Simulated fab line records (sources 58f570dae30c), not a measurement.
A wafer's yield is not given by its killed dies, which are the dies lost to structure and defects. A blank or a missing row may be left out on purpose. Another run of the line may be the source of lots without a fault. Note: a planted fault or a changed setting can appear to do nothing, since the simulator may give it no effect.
Problem report, 8D (eight disciplines) form, completed by code + flow berkeley-cmos170 + the parts of the form that need people (team, actions taken, sign-off) are left out

== 1. WHAT WENT WRONG ==
Wafers free of any fault read 219.0 nm (standard deviation 2.1) for ACTIVE_NITRIDE_THK at UCB170_ACTIVE_THK_MEAS_06, against a mean of 159.9 nm on 6 wafers of 2 lots. Measured from the usual mean, that is -28 standard deviations.
Seen first at day 4 16:43 on film-metro-03, wafer L355.1. At this step, 42 wafers from 14 lots have a number in the record. Rule for "out" (also "out of limits"): further than 4 standard deviations from the usual mean. All remaining wafers that have a number are taken as sound.

== 2. WHAT IT IS, WHAT IT ISN'T ==
| question                    | is                           | is not                                                                                                              |
|-----------------------------|------------------------------|---------------------------------------------------------------------------------------------------------------------|
| which readings at this step | ACTIVE_NITRIDE_THK           | -                                                                                                                   |
| which lots                  | L355, L356                   | L352, L353, L354, L367, L368, L369, L370, L371, L372, L373, L374, L375                                              |
| which wafers of those lots  | all that have a number       | -                                                                                                                   |
| read on which gauges        | film-metro-02, film-metro-03 | film-metro-04                                                                                                       |
| when                        | from day 4 16:43             | up to then (9 sound wafers); but 27 sound wafers of L367, L368, L369, L370, L371, L372, L373, L374, L375 came after |

== 3. WHAT RULES OUT EACH SUSPECT ==
Counting: any tool at a process step up to the reading is kept as a suspect provided that every lot that is out went through it and no sound lot did after the first of them.
- ruled out: the gauge at UCB170_ACTIVE_THK_MEAS_06. Those wafers that are out were read across 2 gauges (film-metro-02, film-metro-03).
- lpcvd-01 at UCB170_ACTIVE_CVD_05 (deposits Si3N4 from SiH2Cl2/NH3, target thk 220 nm, time 3300 s): kept. All lots that are out passed through it, beginning with L355 at day 4 14:48, and no sound lot followed; its final sound lot before that point was L353 at day 4 07:04.
After counting, what remains is lpcvd-01 at UCB170_ACTIVE_CVD_05.

== 4. THE CAUSE (what the simulator had put in) ==
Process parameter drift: lpcvd-01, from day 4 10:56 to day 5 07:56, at UCB170_ACTIVE_CVD_05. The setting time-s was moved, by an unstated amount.
This tool alone remained once counting was done.

== 5. THE EFFECT CHAIN, in route order ==
Each row: a reading where the mean over the struck wafers with a number is more than 3 standard deviations away from the usual. Readings are gone through only where the record gives a usual standard deviation; hours: the median, over the lots, of the time from a lot's start at the first step in this table giving one to that lot's start at this step; sigmas: the change measured in usual standard deviations.
| hours | step                      | reading            | usual      | on struck wafers | change | sigmas |
|-------|---------------------------|--------------------|------------|------------------|--------|--------|
| 0     | UCB170_ACTIVE_THK_MEAS_06 | ACTIVE_NITRIDE_THK | 219.0 nm   | 159.9            | -59.1  | -28    |
| 2     | UCB170_ACTIVE_ETCH_15     | oes-product-au     | 0.941 a.u. | 0.785            | -0.156 | -10    |
Process steps it contains:
- UCB170_ACTIVE_ETCH_15: etches Si3N4 in CH3F/Ar/O2, stops on SiO2, target depth 242 nm, time 151 s.

== 6. WHAT WOULD HAVE CAUGHT IT SOONER ==
In this record the first reading out of limits at a measuring or inspecting step was taken at day 4 16:43, 6 hours after the fault began at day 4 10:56.
Lots out: 2; all had begun UCB170_ACTIVE_CVD_05 on lpcvd-01 by day 4 16:43. None of them would have been spared by holding the tool at that moment.
